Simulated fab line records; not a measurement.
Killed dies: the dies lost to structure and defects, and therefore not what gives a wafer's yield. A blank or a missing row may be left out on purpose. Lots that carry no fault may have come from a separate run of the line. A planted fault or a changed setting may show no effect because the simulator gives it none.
Tool commonality check	flow berkeleyCmos170	Sampled: 14 lots, 42 wafers

== WHY IT WAS OPENED ==
UCB170_V1_THK_MEAS_01, reading V1_TEOS_THK: flagged on 2 of 14 lots. No-fault wafers: 1993 nm, standard deviation 23.
Rule: a lot is flagged in two cases, either no wafer of it has a number, or all its wafers with numbers fall more than 4 standard deviations from that mean. The rest of the lots are taken to be sound.

lot	measured	on	V1_TEOS_THK (nm), wafer by wafer	flag
L451	day 7 16:36	filmMetro-03	1976 2004 2016	
L454	day 7 16:36	filmMetro-02	1974 1965 2016	
L452	day 7 16:45	filmMetro-03	1960 1984 1998	
L453	day 7 16:46	filmMetro-04	1999 2046 2067	
L456	day 8 18:41	filmMetro-02	1971 1958 2022	
L459	day 9 09:41	filmMetro-04	1980 1993 2011	
L457	day 9 12:34	filmMetro-03	1972 1969 2004	
L460	day 9 12:35	filmMetro-02	1718 1693 1716	FLAGGED
L463	day 9 19:21	filmMetro-03	1727 1731 1712	FLAGGED
L468	day 11 02:22	filmMetro-03	2001 1987 2038	
L469	day 11 02:22	filmMetro-02	1995 1991 1999	
L470	day 11 05:50	filmMetro-04	1992 2028 2018	
L471	day 11 05:50	filmMetro-02	1944 1941 1983	
L473	day 12 15:49	filmMetro-04	1984 2007 1978	
The mean of the flagged lots' numbers is 1716 nm, -277 nm from the usual (-12 standard deviations).

== EACH LOT AND THE TOOL IT RAN ON ==
2 process steps preceding the reading are held in the record, out of 331 steps in the route. Each cell gives the tool, then ch followed by the chambers the sampled wafers passed through, then the start.
lot	flag	UCB170_CONTACT_RTA_08	UCB170_V1_CVD_00
L451		rtpAnneal-02 ch 0, day 7 08:59	pecvd-04 ch 0,1, day 7 16:26
L454		rtpAnneal-02 ch 0, day 7 09:39	pecvd-03 ch 0,1,2, day 7 16:26
L452		rtpAnneal-02 ch 0, day 7 10:56	pecvd-03 ch 0,1, day 7 16:36
L453		rtpAnneal-01 ch 0, day 7 10:46	pecvd-04 ch 0,1, day 7 16:36
L456		rtpAnneal-02 ch 0, day 8 06:45	pecvd-03 ch 0,1,2, day 8 18:32
L459		rtpAnneal-02 ch 0, day 9 02:49	pecvd-04 ch 1,2, day 9 09:32
L457		rtpAnneal-01 ch 0, day 9 04:20	pecvd-02 ch 0,1,2, day 9 12:24
L460	FLAGGED	rtpAnneal-02 ch 0, day 9 04:20	pecvd-03 ch 0,1, day 9 12:24
L463	FLAGGED	rtpAnneal-01 ch 0, day 9 12:00	pecvd-03 ch 0,1,2, day 9 19:14
L468		rtpAnneal-01 ch 0, day 10 17:55	pecvd-04 ch 0,2, day 11 02:12
L469		rtpAnneal-01 ch 0, day 10 17:33	pecvd-02 ch 1,2, day 11 02:12
L470		rtpAnneal-01 ch 0, day 10 21:56	pecvd-04 ch 1,2, day 11 05:40
L471		rtpAnneal-02 ch 0, day 10 21:40	pecvd-02 ch 1,2, day 11 05:40
L473		rtpAnneal-02 ch 0, day 12 06:40	pecvd-03 ch 0,1, day 12 15:38
What these steps do:
- UCB170_CONTACT_RTA_08: time 10 s.
- UCB170_V1_CVD_00: deposits SiO2 from TEOS/O2, target thk 2000 nm, time 250 s.
- UCB170_V1_THK_MEAS_01

== FLAGGED OVER TOTAL, TOOL BY TOOL (the gauges that took the reading come last) ==
step	tool	lots run	flagged	share of the flagged lots	sound lots run after its first flagged lot
UCB170_CONTACT_RTA_08	rtpAnneal-01	6	1	some	3 (L469,L468,L470)
UCB170_CONTACT_RTA_08	rtpAnneal-02	8	1	some	2 (L471,L473)
UCB170_V1_CVD_00	pecvd-02	3	0	none	-
UCB170_V1_CVD_00	pecvd-03	6	2	all	1 (L473)
UCB170_V1_CVD_00	pecvd-04	5	0	none	-
UCB170_V1_THK_MEAS_01	filmMetro-02	5	1	some	2 (L469,L471)
UCB170_V1_THK_MEAS_01	filmMetro-03	5	1	some	1 (L468)
UCB170_V1_THK_MEAS_01	filmMetro-04	4	0	none	-

== THE TABLE: WHAT IT ALLOWS ==
In the table, 1 row covers all flagged lots: pecvd-03 at UCB170_V1_CVD_00.
- pecvd-03 at UCB170_V1_CVD_00: 2 of its 6 lots flagged. Lots that were sound ran on it after the first flagged one (L473); a persistent fault on the entire tool would not allow that. Its own readings lie more than 4 standard deviations out on every wafer of the flagged lots: rfFwdPowerW.
Every row of the table either missed a flagged lot or ran a sound lot after the first.

== WHAT THE SIMULATOR HAD INSERTED ==
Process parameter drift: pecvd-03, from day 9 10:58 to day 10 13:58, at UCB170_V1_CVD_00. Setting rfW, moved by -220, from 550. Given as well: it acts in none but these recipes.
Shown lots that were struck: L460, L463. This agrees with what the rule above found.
